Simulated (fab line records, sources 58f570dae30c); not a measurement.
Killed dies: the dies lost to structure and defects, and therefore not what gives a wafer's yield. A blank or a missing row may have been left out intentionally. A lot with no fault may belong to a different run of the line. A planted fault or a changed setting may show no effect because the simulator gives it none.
Matching of chambers	flow berkeley_cmos170	UCB170_V2_CMP_02 on cmp-02 has 4 sister chambers
The step polishes SiO2. 18 wafers are shown with their chamber, then 9 later ones without.

== EACH WAFER AND ITS CHAMBER ==
wafer	chamber	motor_current_A (A)	slurry_filter_dp_kPa (kPa)
L672.1	0	15.6	13.42
L672.4	1	15.6	13.45
L672.5	0	16.7	13.54
L674.1	1	15.3	13.61
L674.3	2	21.1	13.49
L674.4	0	17.1	13.44
L678.1	0	16.9	13.48
L678.2	3	15.1	13.67
L678.5	3	14.2	13.31
L677.3	0	15.9	13.56
L677.4	3	14.5	13.59
L677.6	3	15.2	13.44
L676.1	2	19.0	13.47
L676.4	1	15.9	13.40
L676.5	3	15.3	13.26
L680.2	1	15.9	13.31
L680.4	0	15.9	13.51
L680.5	1	16.0	13.27

SIGNATURES (means of the wafers above)
reading	chamber 0	chamber 1	chamber 2	chamber 3	scatter within a chamber
motor_current_A	16.350	15.740	20.050	14.860	0.622
slurry_filter_dp_kPa	13.4917	13.4080	13.4800	13.4540	0.123
Rule: for a wafer and a chamber, the distance is found by dividing, reading by reading, the gap between the wafer's reading and the chamber's mean by the reading's scatter, squaring, summing and taking the root. If the next closest chamber is less than 2 further off than the closest, the wafer can't be placed; otherwise it belongs to the closest. How the scatter is found: for the shown wafers, subtract from each reading the mean of its chamber, square and add these, divide the total by (wafers less chambers), then take the root.

== WAFERS WHOSE CHAMBER IS MISSING ==
wafer	motor_current_A (A)	slurry_filter_dp_kPa (kPa)
L687.2	15.2	13.59
L687.4	15.2	13.71
L687.5	20.0	13.49
L688.2	19.9	13.56
L688.3	15.1	13.52
L688.4	16.8	13.63
L692.2	15.0	13.64
L692.3	20.1	13.38
L692.4	16.2	13.64

== THE CHAMBER EACH PASSED THROUGH ==
wafer	from the rows above	in truth
L687.2	can't be placed: 3 or 1 or 0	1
L687.4	can't be placed: 3 or 0 or 1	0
L687.5	2	2
L688.2	2	2
L688.3	can't be placed: 3 or 1 or 0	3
L688.4	can't be placed: 0 or 1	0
L692.2	can't be placed: 3 or 1 or 0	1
L692.3	2	2
L692.4	can't be placed: 0 or 1 or 3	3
Correctly placed: 3 of 9. Can't be placed from these rows: 6 (the true chamber is among the candidates in 6). Placed wrongly: 0.
